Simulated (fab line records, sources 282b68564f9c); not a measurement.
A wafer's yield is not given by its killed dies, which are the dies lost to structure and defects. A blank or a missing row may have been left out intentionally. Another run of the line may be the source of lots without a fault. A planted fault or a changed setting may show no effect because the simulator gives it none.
A lot that was struck, set against a sound lot + flow rit_cmos + 19 steps out of a route of 202
Sound: these wafers, L894.3, L894.4, L894.5. The struck wafers were L907.1, L907.2, L907.3. The cause is named last.
Each step with rows lists, per side, the tool, then ch with its chambers, then its first start. Under that, the readings that differ: sound wafers + struck wafers + difference of the means + sigmas: that difference in standard deviations of wafers without a fault.
alike: a reading whose means differ by less than 2 such deviations, as well as words and numbers matching on both sides. not compared: withheld readings; readings where some wafer has no value; bounds like >300 that might hide an equal value; numbers whose values overlap and for which the record gives no deviation.
A row with sigmas, a row that says differs or no value, or rows on one side alone: a step with any of these is where the two part. When numbers do not overlap yet have no deviation, they are printed without sigmas and do not part them. Lack of a reading on every wafer of one side parts them only where that side has two or more wafers.

RIT_GATE_STRIP_20: strips in O2, time 180 s.
  sound on plasma_asher-03 ch 0,1, day 3 04:13; struck on plasma_asher-03 ch 0,1, day 5 21:10
  alike: drypump_motor_current_A, o2_flow_sccm
  not compared: rf_hours_counter_h
RIT_GATE_CD_MEAS_90: target cd 150 nm.
  sound: cd_sem-02 at day 3 04:22; struck: cd_sem-01 at day 5 21:20
  alike: cd_nm
then, 4 steps without rows for these wafers: RIT_REOX_CLEAN_00 (cleans in SC1, time 600 s); RIT_REOX_CLEAN_01 (cleans in dHF, time 30 s); RIT_REOX_CLEAN_02 (cleans in SC2, time 600 s); RIT_REOX_OXIDATION_03 (target thk 25.2 nm, ox time 5580 s).
RIT_REOX_THK_MEAS_04:
  sound: film_metro-02 at day 3 07:23; struck: film_metro-01 at day 6 00:22
  alike: REOX_OXIDE_THK
then, 5 steps without rows for these wafers: RIT_NLDD_HMDS_00 (prime time 60 s); RIT_NLDD_COAT_01 (resist thk 1000 nm); RIT_NLDD_SOFTBAKE_02 (time 60 s); RIT_NLDD_EXPOSE_03 (exposes mask M7, target cd 40700 nm); RIT_NLDD_PEB_04.
RIT_NLDD_DEVELOP_05: develop time 50 s.
  sound on litho_track-02 ch 0, day 3 08:00; struck on litho_track-03 ch 0, day 6 01:00
RIT_NLDD_OVL_MEAS_06:
  sound: overlay-02 at day 3 08:17; struck: overlay-01 at day 6 01:25
  alike: NLDD_OVL
then, 2 steps without rows for these wafers: RIT_NLDD_HARDBAKE_07 (time 60 s); RIT_NLDD_IMPLANT_08.
RIT_NLDD_STRIP_09: strips in O2, time 180 s.
  sound on plasma_asher-03 ch 0,1, day 3 08:40; struck on plasma_asher-02 ch 0,1, day 6 01:44
  alike: drypump_motor_current_A, o2_flow_sccm
  not compared: rf_hours_counter_h
RIT_NLDD_TW_MEAS_10:
  sound: film_metro-04 at day 3 08:48; struck: film_metro-03 at day 6 02:09
| reading | sound          | struck   | difference | sigmas      |
|---------|----------------|----------|------------|-------------|
| NLDD_TW | 2507 2500 2490 | 30 30 29 | -2469      | -99 or more |
  not compared: hold
RIT_M1_PROBE_99:
  sound wafers here have rows in the record (prober-01, day 4 02:22); struck ones have none

## WHERE THEY PART
Last at RIT_M1_PROBE_99 as far as this record goes, first at RIT_NLDD_TW_MEAS_10.

WHY: what had been put in by the simulator
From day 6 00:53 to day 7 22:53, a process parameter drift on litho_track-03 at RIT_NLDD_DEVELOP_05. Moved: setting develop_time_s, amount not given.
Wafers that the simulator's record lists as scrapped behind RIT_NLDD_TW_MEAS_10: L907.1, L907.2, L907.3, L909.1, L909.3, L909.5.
